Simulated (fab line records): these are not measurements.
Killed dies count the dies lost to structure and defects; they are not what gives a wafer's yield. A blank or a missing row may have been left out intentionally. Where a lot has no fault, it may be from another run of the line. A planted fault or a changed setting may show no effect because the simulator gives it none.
Which tool did it? -- flow ritCmos -- 21 wafers sampled from 7 lots at 1 step of a route of 202

WHAT EACH GAUGE READ, for each wafer
RIT_GATE_OVL_MEAS_17.
lot,measured,on,GATE_OVL (nm)
L164,day 2 18:20,overlay-02,2.4 2.1 2.8
L168,day 3 20:20,overlay-02,0.1 1.7 1.3
L170,day 4 01:11,overlay-01,2.3 2.3 1.3
L172,day 4 15:42,overlay-01,3.2 3.3 3.4
L180,day 6 08:49,overlay-02,1.2 0.7 1.2
L182,day 6 21:05,overlay-02,1.0 2.0 1.4
L186,day 7 12:19,overlay-02,1.7 0.6 0.7

EACH LOT AND THE TOOL THAT RAN IT (in order: tool; ch and the chambers of the sampled wafers; start)
Record: no process step prior to these readings.

THE ANSWER, worked out from the rows above alone
Rule: usual is defined by the lots themselves. The widest of any qualifying gaps counts: lots, ordered by their means at a reading, are off when they make up no more than a third of the lots, leave a main group of 4 or more, and stand apart from it by 3 or more times the standard deviation of that group's means. Not used: any main group whose means are identical at the precision the tables above print for the reading. A lot without any number at a reading at which 4 lots or more have one is off too. The other lots that the step has rows for count as sound.
No lot is off on any of the readings shown, so nothing can be concluded from this.

WHAT THE SIMULATOR PUT IN
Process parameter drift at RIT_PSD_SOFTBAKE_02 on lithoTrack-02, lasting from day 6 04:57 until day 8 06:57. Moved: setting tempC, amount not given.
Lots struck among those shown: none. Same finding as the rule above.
